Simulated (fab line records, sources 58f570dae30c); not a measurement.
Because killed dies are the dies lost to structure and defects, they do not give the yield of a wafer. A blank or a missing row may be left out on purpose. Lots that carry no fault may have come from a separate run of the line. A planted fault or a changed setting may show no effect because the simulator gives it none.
The tool behind it: which one?    flow berkeley-cmos170    14 lots with 42 wafers sampled at 2 steps, on a route of 331 steps

WHAT EACH GAUGE READ, for each wafer
UCB170_NVT_TW_MEAS_09.
lot   measured      on             NVT_TW
L960  day 6 08:47   film-metro-03  509 511 511
L959  day 6 09:49   film-metro-01  530 528 527
L961  day 6 10:31   film-metro-03  513 511 515
L963  day 6 20:43   film-metro-03  510 510 511
L966  day 7 16:17   film-metro-02  523 523 525
L972  day 8 06:14   film-metro-02  524 525 522
L971  day 8 06:24   film-metro-03  505 505 506
L970  day 8 06:25   film-metro-01  555 557 556
L969  day 8 23:31   film-metro-01  560 556 558
L975  day 8 23:41   film-metro-03  505 506 506
L974  day 8 23:58   film-metro-03  508 509 509
L977  day 9 08:06   film-metro-03  511 512 508
L979  day 10 01:22  film-metro-01  527 527 530
L981  day 10 17:58  film-metro-01  530 530 531

EACH LOT AND THE TOOL THAT RAN IT (in order: tool; ch and the chambers of the sampled wafers; start)
lot   UCB170_NVT_IMPLANT_07
L960  implanter-02 ch 0, day 6 08:32
L959  implanter-02 ch 0, day 6 09:35
L961  implanter-02 ch 0, day 6 10:16
L963  implanter-03 ch 0, day 6 20:28
L966  implanter-04 ch 0, day 7 16:02
L972  implanter-02 ch 0, day 8 06:01
L971  implanter-03 ch 0, day 8 06:10
L970  implanter-04 ch 0, day 8 06:11
L969  implanter-04 ch 0, day 8 23:17
L975  implanter-02 ch 0, day 8 23:26
L974  implanter-03 ch 0, day 8 23:44
L977  implanter-03 ch 0, day 9 07:51
L979  implanter-03 ch 0, day 10 01:07
L981  implanter-03 ch 0, day 10 17:43
- UCB170_NVT_IMPLANT_07

AS READ BY THE TOOLS THEMSELVES (means over the sampled wafers that have a number; for cases with no such wafer, the mark the record gives instead)
UCB170_NVT_IMPLANT_07.
lot   tool          beam-energy-keV
L960  implanter-02  50.002
L959  implanter-02  49.988
L961  implanter-02  49.991
L963  implanter-03  50.011
L966  implanter-04  49.991
L972  implanter-02  50.018
L971  implanter-03  50.015
L970  implanter-04  61.001
L969  implanter-04  60.987
L975  implanter-02  50.007
L974  implanter-03  50.003
L977  implanter-03  49.993
L979  implanter-03  50.020
L981  implanter-03  50.023

THE ANSWER, worked out from the rows above alone
Rule: the usual values come from the lots themselves. The widest of any qualifying gaps counts: lots, ordered by their means at a reading, are off when they make up no more than a third of the lots, leave a main group of 4 or more, and stand apart from it by 3 or more times the standard deviation of that group's means. A main group is skipped when, at the precision printed for the reading in the tables above, its means are all equal. Also off: a lot with no number at a reading for which 4 or more lots have one. Where the step has rows for the other lots, those lots are counted as sound. After the gauges, taken in route order, come the tools' own readings; for these a lot's mean is taken, as printed above. The first step at which some lot is off is used, and at that step the reading that is off furthest; a lot without a number counts as furthest.
Off, at UCB170_NVT_IMPLANT_07 on beam-energy-keV: L970, L969. Mean 50.005 and standard deviation 0.012 in the main group.
If a tool, at that step or one of the process steps before it, ran each lot that is off and ran no sound lot following the first of them, it fits. One fits: implanter-04 at UCB170_NVT_IMPLANT_07. Its last sound lot is L966 (day 7 16:02), its first lot that is off L970 (day 8 06:11): a fault that began between those two fits.
The tool's own readings at UCB170_NVT_IMPLANT_07 bear it out: on the lots that are off they differ by more than 5 times the standard deviation of the sound lots' means. beam-energy-keV reads 60.994 there against 50.005 on the sound lots.

WHAT THE SIMULATOR PUT IN
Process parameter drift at UCB170_NVT_IMPLANT_07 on implanter-04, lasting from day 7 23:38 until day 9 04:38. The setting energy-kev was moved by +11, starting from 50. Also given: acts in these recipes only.
Struck lots among those shown: L970, L969. The rule above reached the same finding.
